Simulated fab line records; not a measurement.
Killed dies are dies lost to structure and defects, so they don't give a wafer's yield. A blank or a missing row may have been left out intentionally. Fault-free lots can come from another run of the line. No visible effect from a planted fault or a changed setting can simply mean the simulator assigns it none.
Struck lot and sound lot, side by side / flow ritCmos / 15 out of 202 route steps
Sound: these wafers, L528.1, L528.2, L528.5. Struck: wafers L534.1, L534.3, L534.5. At the end, the cause is stated.
At each step with rows: each side's tool, then ch and its chambers, then its first start. Under that, the readings that differ: sound wafers / struck wafers / difference of the means / sigmas: that difference in standard deviations of wafers without a fault.
alike: readings with means less than 2 such deviations apart, plus words and numbers identical on both sides. not compared: withheld readings, readings lacking a value on some wafer, bounds such as >300 that could conceal the same value, and numbers that have no deviation in the record and whose values overlap.
The two part at a step that has a row with sigmas, a row that says differs or no value, or rows on one side only. Numbers that don't overlap but have no deviation are shown without sigmas and don't part them. A reading that every wafer of one side lacks parts them only if that side has two wafers or more.

RIT_NRETRO_TW_MEAS_10:
  struck on filmMetro-02, day 5 13:41; sound on filmMetro-03, day 4 08:11
  alike: NRETRO_TW
then, 6 steps without rows for these wafers: RIT_PRETRO_HMDS_00 (prime time 60 s); RIT_PRETRO_COAT_01 (resist thk 1300 nm); RIT_PRETRO_SOFTBAKE_02 (time 60 s); RIT_PRETRO_EXPOSE_03 (exposes mask M5, target cd 43700 nm); RIT_PRETRO_PEB_04; RIT_PRETRO_DEVELOP_05 (develop time 68 s).
RIT_PRETRO_OVL_MEAS_06:
  struck on overlay-01, day 5 14:38; sound on overlay-02, day 4 09:15
  alike: PRETRO_OVL
then, 2 steps without rows for these wafers: RIT_PRETRO_HARDBAKE_07 (time 120 s); RIT_PRETRO_IMPLANT_08.
RIT_PRETRO_STRIP_09: strips in O2, time 180 s.
  sound on plasmaAsher-04 ch 0,1, day 4 09:41; struck on plasmaAsher-04 ch 0,1, day 5 15:04
  alike: drypumpMotorCurrentA
  not compared: rfHoursCounterH
RIT_PRETRO_TW_MEAS_10:
  struck on filmMetro-01, day 5 15:14; sound on filmMetro-01, day 4 09:52
  alike: PRETRO_TW
RIT_GATE_WET_ETCH_00: etches SiO2 in BOE, target depth 56 nm, time 60 s.
  sound on wetBench-03 ch 2, day 4 09:55; struck on wetBench-03 ch 1, day 5 15:18
reading=runLengthS (s); sound=85 85 85; struck=78 78 78; difference=-7; sigmas=-2
  alike: bathHeatDutyPct
then, 1 step without rows for these wafers: RIT_GATE_CLEAN_01 (cleans in SC1, time 600 s).
RIT_M1_PROBE_99:
  struck on prober-02, day 6 19:40; sound on prober-02, day 5 11:18
reading=model.etest.nldd.widthNm (nm); sound=3164 3188 3188; struck=3092 3102 3113; difference=-78; sigmas=
reading=model.etest.pldd.widthNm (nm); sound=3165 3164 3177; struck=3088 3095 3105; difference=-73; sigmas=
reading=model.etest.nmosNarrow.driveUaUm; sound=220.4 222.4 219.1; struck=193.6 196.1 194.6; difference=-25.9; sigmas=
reading=model.etest.pmosNarrow.driveUaUm; sound=101 103.3 100.9; struck=87.21 88.31 86.51; difference=-14.39; sigmas=
reading=model.etest.pmosNarrow.vtLessV (V); sound=0.02724 0.02498 0.02466; struck=0.01879 0.01985 0.01696; difference=-0.00709; sigmas=

## WHERE THEY PART
Within this record, at RIT_GATE_WET_ETCH_00 only.

WHY: the cause the simulator had injected
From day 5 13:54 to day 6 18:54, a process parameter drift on wetBench-03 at RIT_GATE_WET_ETCH_00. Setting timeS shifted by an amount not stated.
